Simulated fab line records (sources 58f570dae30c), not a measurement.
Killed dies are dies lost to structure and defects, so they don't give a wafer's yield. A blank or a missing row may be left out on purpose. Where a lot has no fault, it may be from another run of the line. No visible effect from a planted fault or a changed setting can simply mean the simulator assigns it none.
fab line records || flow berkeley-cmos170
record {"lots": 6, "wafers": 18, "last-day": 11}
route steps=331 shown ZERO@13 NWELL@14
lots that met no fault: taken from a fault-free run of the same line
start-h: hours from the record's opening day to when the first of the lot's shown wafers began || wait-h: hours elapsed since this lot's preceding step || " the same as in the row above || L1.1+2: several wafers, shown together as one row || - no value, or no start was given || * or withheld: withheld || < > ~ a bound
route shown NAME@n: names a module that has steps shown in the file, with the first one's number in the route || usual: mean/standard deviation taken from wafers without a fault || same: alike in all rows || chamber/n: place in a boat || sites: per-site readings || _std_site: their standard deviation || _edge_site: outer sites' mean less inner sites' || radius-mm: how far each site lies from the wafer's centre || mask NAME#n: copy n || behind: tool/chamber where the wafer was last shaped || hold: what put the lot on hold/how long, in hours/how the hold closed || device: transistor that didn't switch, given as n, p or np || end of line: the route-end tests of the same wafers || for a step that has no rows: nothing shown but its recipe || killed: dies lost to structure and defects at the first sort, not the wafer's yield || map: a wafer's dies, x killed, . not, _ none there
set.NAME: the setting as run; set.NAME@STEP: as run at that earlier step || model.NAME: the simulator's own value behind a step, which no gauge read
lots seen at some steps along the route; tables by step, rows by wafer
services: when a tool's chamber went out of use (start-h, in hours from the record's first day, below 0 if earlier), for how many hours, and the reason
## steps
# step UCB170_ZERO_STRIP_07
# recipe {"chemistry": "O2", "power-w": 400, "pressure-mtorr": 3500, "platen-temp-c": "withheld", "o2-flow-sccm": 400, "overash-fraction": 0.5}
# usual {"drypump-motor-current-A": "6.1/0.34", "oes-product-au": "0.727/0.0041", "strip-time-to-endpoint-s": "21.46/0.053"}
{"lot.wafer": "L484.2", "tool": "plasma-asher-04", "chamber": 0, "start-h": 66.85, "wait-h": 0.0, "drypump-motor-current-A": 6.1, "oes-product-au": 0.726, "rf-hours-counter-h": 26, "strip-time-to-endpoint-s": 21.53}
{"lot.wafer": "L484.3", "tool": "plasma-asher-04", "chamber": 1, "start-h": 66.85, "wait-h": 0.0, "drypump-motor-current-A": 6.6, "oes-product-au": 0.730, "rf-hours-counter-h": "-", "strip-time-to-endpoint-s": 21.52}
{"lot.wafer": "L484.5", "tool": "plasma-asher-04", "chamber": 1, "start-h": 66.85, "wait-h": 0.0, "drypump-motor-current-A": 6.7, "oes-product-au": 0.730, "rf-hours-counter-h": "-", "strip-time-to-endpoint-s": 21.51}
{"lot.wafer": "L488.3", "tool": "plasma-asher-04", "chamber": 0, "start-h": 94.07, "wait-h": 0.0, "drypump-motor-current-A": 6.1, "oes-product-au": 0.724, "rf-hours-counter-h": "-", "strip-time-to-endpoint-s": 21.45}
{"lot.wafer": "L488.4", "tool": "plasma-asher-04", "chamber": 1, "start-h": 94.07, "wait-h": 0.0, "drypump-motor-current-A": 6.6, "oes-product-au": 0.723, "rf-hours-counter-h": "-", "strip-time-to-endpoint-s": 21.47}
{"lot.wafer": "L488.5", "tool": "plasma-asher-04", "chamber": 1, "start-h": 94.07, "wait-h": 0.0, "drypump-motor-current-A": 6.6, "oes-product-au": 0.730, "rf-hours-counter-h": "-", "strip-time-to-endpoint-s": 21.49}
{"lot.wafer": "L489.2", "tool": "plasma-asher-04", "chamber": 1, "start-h": 100.65, "wait-h": 0.0, "drypump-motor-current-A": 6.6, "oes-product-au": 0.727, "rf-hours-counter-h": 30, "strip-time-to-endpoint-s": 21.47}
{"lot.wafer": "L489.5", "tool": "plasma-asher-04", "chamber": 1, "start-h": 100.65, "wait-h": 0.0, "drypump-motor-current-A": 6.6, "oes-product-au": 0.731, "rf-hours-counter-h": "-", "strip-time-to-endpoint-s": 21.45}
{"lot.wafer": "L489.6", "tool": "plasma-asher-04", "chamber": 0, "start-h": 100.65, "wait-h": 0.0, "drypump-motor-current-A": 6.1, "oes-product-au": 0.728, "rf-hours-counter-h": "-", "strip-time-to-endpoint-s": 21.44}
{"lot.wafer": "L490.2", "tool": "plasma-asher-01", "chamber": 0, "start-h": 102.96, "wait-h": 0.0, "drypump-motor-current-A": 6.1, "oes-product-au": 0.730, "rf-hours-counter-h": 40, "strip-time-to-endpoint-s": 21.47}
{"lot.wafer": "L490.3", "tool": "plasma-asher-01", "chamber": 1, "start-h": 102.96, "wait-h": 0.0, "drypump-motor-current-A": 5.9, "oes-product-au": 0.726, "rf-hours-counter-h": "-", "strip-time-to-endpoint-s": 21.48}
{"lot.wafer": "L490.4", "tool": "plasma-asher-01", "chamber": 0, "start-h": 102.96, "wait-h": 0.0, "drypump-motor-current-A": 6.2, "oes-product-au": 0.732, "rf-hours-counter-h": "-", "strip-time-to-endpoint-s": 21.52}
{"lot.wafer": "L493.3", "tool": "plasma-asher-01", "chamber": 0, "start-h": 119.32, "wait-h": 0.0, "drypump-motor-current-A": 6.1, "oes-product-au": 0.734, "rf-hours-counter-h": "-", "strip-time-to-endpoint-s": 21.50}
{"lot.wafer": "L493.5", "tool": "plasma-asher-01", "chamber": 0, "start-h": 119.32, "wait-h": 0.0, "drypump-motor-current-A": 6.1, "oes-product-au": 0.732, "rf-hours-counter-h": "-", "strip-time-to-endpoint-s": 21.45}
{"lot.wafer": "L493.6", "tool": "plasma-asher-01", "chamber": 1, "start-h": 119.32, "wait-h": 0.0, "drypump-motor-current-A": 5.9, "oes-product-au": 0.725, "rf-hours-counter-h": "-", "strip-time-to-endpoint-s": 21.45}
{"lot.wafer": "L495.1", "tool": "plasma-asher-02", "chamber": 1, "start-h": 125.18, "wait-h": 0.0, "drypump-motor-current-A": 5.5, "oes-product-au": 0.728, "rf-hours-counter-h": 1, "strip-time-to-endpoint-s": 21.45}
{"lot.wafer": "L495.3", "tool": "plasma-asher-02", "chamber": 1, "start-h": 125.18, "wait-h": 0.0, "drypump-motor-current-A": 5.5, "oes-product-au": 0.724, "rf-hours-counter-h": "-", "strip-time-to-endpoint-s": 21.35}
{"lot.wafer": "L495.5", "tool": "plasma-asher-02", "chamber": 1, "start-h": 125.18, "wait-h": 0.0, "drypump-motor-current-A": 5.5, "oes-product-au": 0.726, "rf-hours-counter-h": "-", "strip-time-to-endpoint-s": 21.41}
# step UCB170_NWELL_WET_ETCH_00
# recipe {"chemistry": "dHF", "dilution": "25:1", "target": "SiO2", "temp-c": 25, "time-s": 200}
# step UCB170_NWELL_OXIDATION_01
# recipe {"temp-c": 1000, "ambient": "O2", "target-thk-a": 264, "ox-time-s": 1260}
# step UCB170_NWELL_THK_MEAS_02
# recipe {"reads": "SiO2_of_NWELL_OXIDATION_01"}
# usual {"NWELL_OXIDE_THK": "26.6/0.47"}
{"lot.wafer": "L484.2", "tool": "film-metro-02", "chamber": "-", "start-h": 71.63, "wait-h": 0.2, "NWELL_OXIDE_THK[nm]": 27.1}
{"lot.wafer": "L484.3", "tool": "film-metro-02", "chamber": "-", "start-h": 71.63, "wait-h": 0.2, "NWELL_OXIDE_THK[nm]": 26.7}
{"lot.wafer": "L484.5", "tool": "film-metro-02", "chamber": "-", "start-h": 71.63, "wait-h": 0.2, "NWELL_OXIDE_THK[nm]": 26.3}
{"lot.wafer": "L488.3", "tool": "film-metro-03", "chamber": "-", "start-h": 99.79, "wait-h": 0.0, "NWELL_OXIDE_THK[nm]": 26.6}
{"lot.wafer": "L488.4", "tool": "film-metro-03", "chamber": "-", "start-h": 99.79, "wait-h": 0.0, "NWELL_OXIDE_THK[nm]": 26.9}
{"lot.wafer": "L488.5", "tool": "film-metro-03", "chamber": "-", "start-h": 99.79, "wait-h": 0.0, "NWELL_OXIDE_THK[nm]": 26.8}
{"lot.wafer": "L489.2", "tool": "film-metro-01", "chamber": "-", "start-h": 105.38, "wait-h": 0.0, "NWELL_OXIDE_THK[nm]": 26.5}
{"lot.wafer": "L489.5", "tool": "film-metro-01", "chamber": "-", "start-h": 105.38, "wait-h": 0.0, "NWELL_OXIDE_THK[nm]": 26.6}
{"lot.wafer": "L489.6", "tool": "film-metro-01", "chamber": "-", "start-h": 105.38, "wait-h": 0.0, "NWELL_OXIDE_THK[nm]": 26.8}
{"lot.wafer": "L490.2", "tool": "film-metro-02", "chamber": "-", "start-h": 105.38, "wait-h": 0.0, "NWELL_OXIDE_THK[nm]": 26.4}
{"lot.wafer": "L490.3", "tool": "film-metro-02", "chamber": "-", "start-h": 105.38, "wait-h": 0.0, "NWELL_OXIDE_THK[nm]": 26.2}
{"lot.wafer": "L490.4", "tool": "film-metro-02", "chamber": "-", "start-h": 105.38, "wait-h": 0.0, "NWELL_OXIDE_THK[nm]": 26.5}
{"lot.wafer": "L493.3", "tool": "film-metro-02", "chamber": "-", "start-h": 123.01, "wait-h": 0.0, "NWELL_OXIDE_THK[nm]": 26.9}
{"lot.wafer": "L493.5", "tool": "film-metro-02", "chamber": "-", "start-h": 123.01, "wait-h": 0.0, "NWELL_OXIDE_THK[nm]": 26.4}
{"lot.wafer": "L493.6", "tool": "film-metro-02", "chamber": "-", "start-h": 123.01, "wait-h": 0.0, "NWELL_OXIDE_THK[nm]": 26.4}
{"lot.wafer": "L495.1", "tool": "film-metro-02", "chamber": "-", "start-h": 130.24, "wait-h": 0.0, "NWELL_OXIDE_THK[nm]": 27.0}
{"lot.wafer": "L495.3", "tool": "film-metro-02", "chamber": "-", "start-h": 130.24, "wait-h": 0.0, "NWELL_OXIDE_THK[nm]": 26.8}
{"lot.wafer": "L495.5", "tool": "film-metro-02", "chamber": "-", "start-h": 130.24, "wait-h": 0.0, "NWELL_OXIDE_THK[nm]": 26.5}
# step UCB170_NWELL_ANNEAL_03
# recipe {"temp-c": 1000, "time-s": 900, "ambient": "N2"}
# step UCB170_NWELL_CVD_04
# recipe {"material": "Si3N4", "target-thk-nm": 224, "temp-c": 800, "precursor": "SiH2Cl2/NH3", "time-s": 3360, "pressure-mtorr": 200, "sih2cl2-flow-sccm": 25, "nh3-flow-sccm": 75}
# step UCB170_NWELL_THK_MEAS_05
# recipe {"reads": "Si3N4_of_NWELL_CVD_04"}
# usual {"NWELL_NITRIDE_THK": "225.3/2.3"}
{"lot.wafer": "L484.2", "tool": "film-metro-01", "chamber": "-", "start-h": 78.64, "wait-h": 0.0, "NWELL_NITRIDE_THK[nm]": 227.3}
{"lot.wafer": "L484.3", "tool": "film-metro-01", "chamber": "-", "start-h": 78.64, "wait-h": 0.0, "NWELL_NITRIDE_THK[nm]": 228.5}
{"lot.wafer": "L484.5", "tool": "film-metro-01", "chamber": "-", "start-h": 78.64, "wait-h": 0.0, "NWELL_NITRIDE_THK[nm]": 227.2}
{"lot.wafer": "L488.3", "tool": "film-metro-02", "chamber": "-", "start-h": 105.96, "wait-h": 0.0, "NWELL_NITRIDE_THK[nm]": 224.7}
{"lot.wafer": "L488.4", "tool": "film-metro-02", "chamber": "-", "start-h": 105.96, "wait-h": 0.0, "NWELL_NITRIDE_THK[nm]": 224.0}
{"lot.wafer": "L488.5", "tool": "film-metro-02", "chamber": "-", "start-h": 105.96, "wait-h": 0.0, "NWELL_NITRIDE_THK[nm]": 227.1}
{"lot.wafer": "L490.2", "tool": "film-metro-01", "chamber": "-", "start-h": 112.51, "wait-h": 0.0, "NWELL_NITRIDE_THK[nm]": 222.5}
{"lot.wafer": "L490.3", "tool": "film-metro-01", "chamber": "-", "start-h": 112.51, "wait-h": 0.0, "NWELL_NITRIDE_THK[nm]": 222.5}
{"lot.wafer": "L490.4", "tool": "film-metro-01", "chamber": "-", "start-h": 112.51, "wait-h": 0.0, "NWELL_NITRIDE_THK[nm]": 221.4}
{"lot.wafer": "L489.2", "tool": "film-metro-03", "chamber": "-", "start-h": 112.52, "wait-h": 0.0, "NWELL_NITRIDE_THK[nm]": 226.5}
{"lot.wafer": "L489.5", "tool": "film-metro-03", "chamber": "-", "start-h": 112.52, "wait-h": 0.0, "NWELL_NITRIDE_THK[nm]": 229.4}
{"lot.wafer": "L489.6", "tool": "film-metro-03", "chamber": "-", "start-h": 112.52, "wait-h": 0.0, "NWELL_NITRIDE_THK[nm]": 227.2}
{"lot.wafer": "L493.3", "tool": "film-metro-01", "chamber": "-", "start-h": 128.54, "wait-h": 0.0, "NWELL_NITRIDE_THK[nm]": 220.6}
{"lot.wafer": "L493.5", "tool": "film-metro-01", "chamber": "-", "start-h": 128.54, "wait-h": 0.0, "NWELL_NITRIDE_THK[nm]": 222.1}
{"lot.wafer": "L493.6", "tool": "film-metro-01", "chamber": "-", "start-h": 128.54, "wait-h": 0.0, "NWELL_NITRIDE_THK[nm]": 222.6}
{"lot.wafer": "L495.1", "tool": "film-metro-01", "chamber": "-", "start-h": 134.75, "wait-h": 0.0, "NWELL_NITRIDE_THK[nm]": 225.9}
{"lot.wafer": "L495.3", "tool": "film-metro-01", "chamber": "-", "start-h": 134.75, "wait-h": 0.0, "NWELL_NITRIDE_THK[nm]": 226.0}
{"lot.wafer": "L495.5", "tool": "film-metro-01", "chamber": "-", "start-h": 134.75, "wait-h": 0.0, "NWELL_NITRIDE_THK[nm]": 223.5}
# step UCB170_NWELL_HMDS_06
# recipe {"prime-time-s": 60, "prime-temp-c": 100}
# step UCB170_NWELL_COAT_07
# recipe {"resist": "KrF", "spin-rpm": 1500, "resist-thk-nm": 900}
# step UCB170_NWELL_SOFTBAKE_08
# recipe {"resist": "KrF", "temp-c": 130, "time-s": 60}
# step UCB170_NWELL_EXPOSE_09
# recipe {"mask-id": "NWELL", "target-cd-nm": 3000, "na": 0.5, "sigma-outer": 0.6, "source-shape": "conventional", "dose-mj": 25}
# step UCB170_NWELL_PEB_10
# recipe {"peb-temp-c": 130, "peb-time-s": "withheld", "resist": "KrF"}
# step UCB170_NWELL_DEVELOP_11
# recipe {"developer": "TMAH", "develop-time-s": 45, "resist": "KrF", "dev-temp-c": 21}
# usual {"chill-plate-temp-C": "22.97/0.1", "develop-time-s": "45/0", "resist-line-temp-C": "22.99/0.097"}
{"lot.wafer": "L484.2", "tool": "litho-track-03", "chamber": 0, "start-h": 79, "wait-h": "-", "chill-plate-temp-C": 22.90, "develop-time-s": 45, "resist-line-temp-C": 22.92, "model.KrF_of_NWELL_COAT_07.thk-nm": 883.8}
{"lot.wafer": "L484.3", "tool": "litho-track-03", "chamber": 0, "start-h": 79, "wait-h": "-", "chill-plate-temp-C": 22.85, "develop-time-s": 45, "resist-line-temp-C": 22.90, "model.KrF_of_NWELL_COAT_07.thk-nm": 886.4}
{"lot.wafer": "L484.5", "tool": "litho-track-03", "chamber": 0, "start-h": 79, "wait-h": "-", "chill-plate-temp-C": 22.96, "develop-time-s": 45, "resist-line-temp-C": 22.93, "model.KrF_of_NWELL_COAT_07.thk-nm": 885.2}
{"lot.wafer": "L488.3", "tool": "litho-track-02", "chamber": "-", "start-h": 107, "wait-h": "-", "chill-plate-temp-C": "-", "develop-time-s": "-", "resist-line-temp-C": "-", "model.KrF_of_NWELL_COAT_07.thk-nm": 900.2}
{"lot.wafer": "L488.4", "tool": "litho-track-02", "chamber": "-", "start-h": 107, "wait-h": "-", "chill-plate-temp-C": "-", "develop-time-s": "-", "resist-line-temp-C": "-", "model.KrF_of_NWELL_COAT_07.thk-nm": 900.5}
{"lot.wafer": "L488.5", "tool": "litho-track-02", "chamber": "-", "start-h": 107, "wait-h": "-", "chill-plate-temp-C": "-", "develop-time-s": "-", "resist-line-temp-C": "-", "model.KrF_of_NWELL_COAT_07.thk-nm": 902}
{"lot.wafer": "L490.2", "tool": "litho-track-02", "chamber": 0, "start-h": 114, "wait-h": "-", "chill-plate-temp-C": 23.10, "develop-time-s": 45, "resist-line-temp-C": 23.00, "model.KrF_of_NWELL_COAT_07.thk-nm": 885.7}
{"lot.wafer": "L490.3", "tool": "litho-track-02", "chamber": 0, "start-h": 114, "wait-h": "-", "chill-plate-temp-C": 23.02, "develop-time-s": 45, "resist-line-temp-C": 23.04, "model.KrF_of_NWELL_COAT_07.thk-nm": 886.3}
{"lot.wafer": "L490.4", "tool": "litho-track-02", "chamber": 0, "start-h": 114, "wait-h": "-", "chill-plate-temp-C": 23.11, "develop-time-s": 45, "resist-line-temp-C": 23.01, "model.KrF_of_NWELL_COAT_07.thk-nm": 884}
{"lot.wafer": "L489.2", "tool": "litho-track-02", "chamber": "-", "start-h": 114, "wait-h": "-", "chill-plate-temp-C": "-", "develop-time-s": "-", "resist-line-temp-C": "-", "model.KrF_of_NWELL_COAT_07.thk-nm": 904}
{"lot.wafer": "L489.5", "tool": "litho-track-02", "chamber": "-", "start-h": 114, "wait-h": "-", "chill-plate-temp-C": "-", "develop-time-s": "-", "resist-line-temp-C": "-", "model.KrF_of_NWELL_COAT_07.thk-nm": 902.3}
{"lot.wafer": "L489.6", "tool": "litho-track-02", "chamber": "-", "start-h": 114, "wait-h": "-", "chill-plate-temp-C": "-", "develop-time-s": "-", "resist-line-temp-C": "-", "model.KrF_of_NWELL_COAT_07.thk-nm": 908.6}
{"lot.wafer": "L493.3", "tool": "litho-track-04", "chamber": 0, "start-h": 129, "wait-h": "-", "chill-plate-temp-C": 23.15, "develop-time-s": 45, "resist-line-temp-C": 22.98, "model.KrF_of_NWELL_COAT_07.thk-nm": 888.8}
{"lot.wafer": "L493.5", "tool": "litho-track-04", "chamber": 0, "start-h": 129, "wait-h": "-", "chill-plate-temp-C": 23.00, "develop-time-s": 45, "resist-line-temp-C": 23.12, "model.KrF_of_NWELL_COAT_07.thk-nm": 890.7}
{"lot.wafer": "L493.6", "tool": "litho-track-04", "chamber": 0, "start-h": 129, "wait-h": "-", "chill-plate-temp-C": 22.94, "develop-time-s": 45, "resist-line-temp-C": 22.90, "model.KrF_of_NWELL_COAT_07.thk-nm": 893}
{"lot.wafer": "L495.1", "tool": "litho-track-03", "chamber": 0, "start-h": 136, "wait-h": "-", "chill-plate-temp-C": 22.92, "develop-time-s": 45, "resist-line-temp-C": 23.10, "model.KrF_of_NWELL_COAT_07.thk-nm": 885.8}
{"lot.wafer": "L495.3", "tool": "litho-track-03", "chamber": 0, "start-h": 136, "wait-h": "-", "chill-plate-temp-C": 22.84, "develop-time-s": 45, "resist-line-temp-C": 22.92, "model.KrF_of_NWELL_COAT_07.thk-nm": 887.5}
{"lot.wafer": "L495.5", "tool": "litho-track-03", "chamber": 0, "start-h": 136, "wait-h": "-", "chill-plate-temp-C": 23.06, "develop-time-s": 45, "resist-line-temp-C": 23.00, "model.KrF_of_NWELL_COAT_07.thk-nm": 886.5}
# step UCB170_NWELL_OVL_MEAS_12
# usual {"NWELL_OVL": "0/5.8"}
{"lot.wafer": "L484.2", "tool": "overlay-01", "chamber": "-", "start-h": 79.66, "wait-h": "-", "NWELL_OVL[nm]": 3}
{"lot.wafer": "L484.3", "tool": "overlay-01", "chamber": "-", "start-h": 79.66, "wait-h": "-", "NWELL_OVL[nm]": 3}
{"lot.wafer": "L484.5", "tool": "overlay-01", "chamber": "-", "start-h": 79.66, "wait-h": "-", "NWELL_OVL[nm]": 3}
{"lot.wafer": "L488.3", "tool": "overlay-02", "chamber": "-", "start-h": 107.18, "wait-h": "-", "NWELL_OVL[nm]": "-"}
{"lot.wafer": "L488.4", "tool": "overlay-02", "chamber": "-", "start-h": 107.18, "wait-h": "-", "NWELL_OVL[nm]": "-"}
{"lot.wafer": "L488.5", "tool": "overlay-02", "chamber": "-", "start-h": 107.18, "wait-h": "-", "NWELL_OVL[nm]": "-"}
{"lot.wafer": "L490.2", "tool": "overlay-02", "chamber": "-", "start-h": 114.37, "wait-h": "-", "NWELL_OVL[nm]": 0}
{"lot.wafer": "L490.3", "tool": "overlay-02", "chamber": "-", "start-h": 114.37, "wait-h": "-", "NWELL_OVL[nm]": -2}
{"lot.wafer": "L490.4", "tool": "overlay-02", "chamber": "-", "start-h": 114.37, "wait-h": "-", "NWELL_OVL[nm]": 3}
{"lot.wafer": "L489.2", "tool": "overlay-01", "chamber": "-", "start-h": 114.65, "wait-h": "-", "NWELL_OVL[nm]": "-"}
{"lot.wafer": "L489.5", "tool": "overlay-01", "chamber": "-", "start-h": 114.65, "wait-h": "-", "NWELL_OVL[nm]": "-"}
{"lot.wafer": "L489.6", "tool": "overlay-01", "chamber": "-", "start-h": 114.65, "wait-h": "-", "NWELL_OVL[nm]": "-"}
{"lot.wafer": "L493.3", "tool": "overlay-02", "chamber": "-", "start-h": 129.43, "wait-h": "-", "NWELL_OVL[nm]": -4}
{"lot.wafer": "L493.5", "tool": "overlay-02", "chamber": "-", "start-h": 129.43, "wait-h": "-", "NWELL_OVL[nm]": 4}
{"lot.wafer": "L493.6", "tool": "overlay-02", "chamber": "-", "start-h": 129.43, "wait-h": "-", "NWELL_OVL[nm]": 1}
{"lot.wafer": "L495.1", "tool": "overlay-02", "chamber": "-", "start-h": 136.17, "wait-h": "-", "NWELL_OVL[nm]": -2}
{"lot.wafer": "L495.3", "tool": "overlay-02", "chamber": "-", "start-h": 136.17, "wait-h": "-", "NWELL_OVL[nm]": 1}
{"lot.wafer": "L495.5", "tool": "overlay-02", "chamber": "-", "start-h": 136.17, "wait-h": "-", "NWELL_OVL[nm]": 2}
## services
{"tool": "plasma-asher-02", "chamber": "-", "start-h": 108.75, "hours": 9.0, "kind": "pm"}
{"tool": "plasma-asher-02", "chamber": 0, "start-h": 108.75, "hours": 9.0, "kind": "vent-cycle"}
{"tool": "plasma-asher-02", "chamber": 1, "start-h": 108.75, "hours": 9.0, "kind": "vent-cycle"}
{"tool": "plasma-asher-02", "chamber": 0, "start-h": 117.75, "hours": "-", "kind": "clean"}
{"tool": "plasma-asher-02", "chamber": 1, "start-h": 117.75, "hours": "-", "kind": "clean"}
{"tool": "plasma-asher-02", "chamber": "-", "start-h": 126.81, "hours": 1.4, "kind": "repair"}
## key
first-sign {"step": "UCB170_NWELL_DEVELOP_11", "reading": "tool-record", "direction": "missing"}
effect none on later readings
model-effect {"step": "UCB170_NWELL_DEVELOP_11", "value": "KrF_of_NWELL_COAT_07.thk-nm", "without": 888.7, "struck": 902.9}
met-at UCB170_NWELL_DEVELOP_11
struck-wafers L488.3,L488.4,L488.5,L489.2,L489.5,L489.6
later-rows-left-out L488.3,L488.4,L488.5,L489.2,L489.5,L489.6
sort-left-out L488.3,L488.4,L488.5,L489.2,L489.5,L489.6
tester-left-out L488,L489
fault {"kind": "skipped-step-whole", "tool": "litho-track-02", "chamber": "-", "onset-h": 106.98, "steps": "UCB170_NWELL_DEVELOP_11", "scope": "struck-lots-only"}
# tester-left-out: of these lots the tester's yield and bins aren't shown, on N5 and GAA mostly nor the transistor test; their killed dies are dies lost to structure and defects alone, not to doping, threshold or leakage, so they don't give the yield
# sort-left-out: the simulated sort isn't trusted on such a fault, so these wafers' sort isn't shown, and their yield isn't known
# later-rows-left-out: the simulator's readings of these wafers behind a module that went badly wrong aren't trusted and aren't shown, but for the sort
